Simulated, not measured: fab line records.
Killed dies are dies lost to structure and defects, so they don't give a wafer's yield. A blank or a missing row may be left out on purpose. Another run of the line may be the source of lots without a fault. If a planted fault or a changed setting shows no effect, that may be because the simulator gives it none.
Tool commonality check    flow ritCmos    Lots sampled 13, wafers sampled 39

## WHY IT WAS OPENED
2 of 13 lots carry a flag on the reading GATE_POLY_THK at RIT_GATE_THK_MEAS_09. No-fault wafers: 250.9 nm, standard deviation 2.1.
Rule: flag the lot when none of its wafers has a number, or when each of its wafers that has one lies beyond 4 standard deviations from that mean. All remaining lots are regarded as sound.

lot   measured     on            GATE_POLY_THK (nm), wafer by wafer  flag
L401  day 2 12:44  filmMetro-01  252.1 251.7 251.4                   
L402  day 2 17:43  filmMetro-02  252.1 249.6 250.1                   
L403  day 2 21:49  filmMetro-01  250.1 248.3 249.5                   
L404  day 3 02:17  filmMetro-03  248.9 247.6 247.4                   
L408  day 3 21:58  filmMetro-01  252.0 252.3 253.2                   
L410  day 4 09:40  filmMetro-03  282.9 282.4 284.5                   FLAGGED
L411  day 4 12:59  filmMetro-02  282.4 284.1 285.1                   FLAGGED
L415  day 5 09:01  filmMetro-02  249.5 248.9 249.6                   
L416  day 5 15:40  filmMetro-03  249.7 248.6 250.1                   
L417  day 5 19:28  filmMetro-02  251.8 251.0 251.4                   
L419  day 6 05:04  filmMetro-02  254.3 253.1 253.2                   
L423  day 7 01:23  filmMetro-02  254.4 253.7 250.2                   
L424  day 7 06:09  filmMetro-02  248.9 251.5 251.7                   
The mean of the flagged lots' numbers is 283.6 nm, +32.7 nm from the usual (+16 standard deviations).

## LOT BY LOT: THE TOOL USED
The record keeps 1 process step preceding the reading, out of 202 steps on the route. Cell contents, in order: the tool; ch with the chambers the sampled wafers went through; the start.
lot   flag     RIT_GATE_CVD_08
L401           lpcvd-01 ch 1, day 2 11:08
L402           lpcvd-01 ch 1, day 2 16:05
L403           lpcvd-02 ch 1, day 2 20:12
L404           lpcvd-01 ch 1, day 3 00:40
L408           lpcvd-01 ch 0, day 3 20:21
L410  FLAGGED  lpcvd-02 ch 1, day 4 08:03
L411  FLAGGED  lpcvd-02 ch 1, day 4 11:22
L415           lpcvd-02 ch 0, day 5 07:23
L416           lpcvd-02 ch 0, day 5 14:02
L417           lpcvd-01 ch 1, day 5 17:50
L419           lpcvd-01 ch 1, day 6 03:26
L423           lpcvd-01 ch 0, day 6 23:46
L424           lpcvd-01 ch 1, day 7 04:32
What the steps here do:
- RIT_GATE_CVD_08: deposits poly-Si from SiH4, target thk 250 nm, time 2220 s.
- RIT_GATE_THK_MEAS_09

## FLAGGED OVER TOTAL, TOOL BY TOOL (the gauges that took the reading come last)
step                  tool          lots run  flagged  share of the flagged lots  sound lots run after its first flagged lot
RIT_GATE_CVD_08       lpcvd-01      8         0        none                       -
RIT_GATE_CVD_08       lpcvd-02      5         2        all                        2 (L415,L416)
RIT_GATE_THK_MEAS_09  filmMetro-01  3         0        none                       -
RIT_GATE_THK_MEAS_09  filmMetro-02  7         1        some                       5 (L415,L417,L419,L423,L424)
RIT_GATE_THK_MEAS_09  filmMetro-03  3         1        some                       1 (L416)

## WHAT IS ALLOWED BY THE TABLE
Rows of the table that ran each flagged lot: 1, that is lpcvd-02 at RIT_GATE_CVD_08.
- lpcvd-02 at RIT_GATE_CVD_08 ran 5 lots, 2 of them flagged. Sound lots ran on it after the first flagged one (L415, L416), which a lasting fault on the whole tool wouldn't allow.
Not one row of the table ran every flagged lot while running no sound lot after the first.

## WHAT THE SIMULATOR PUT IN
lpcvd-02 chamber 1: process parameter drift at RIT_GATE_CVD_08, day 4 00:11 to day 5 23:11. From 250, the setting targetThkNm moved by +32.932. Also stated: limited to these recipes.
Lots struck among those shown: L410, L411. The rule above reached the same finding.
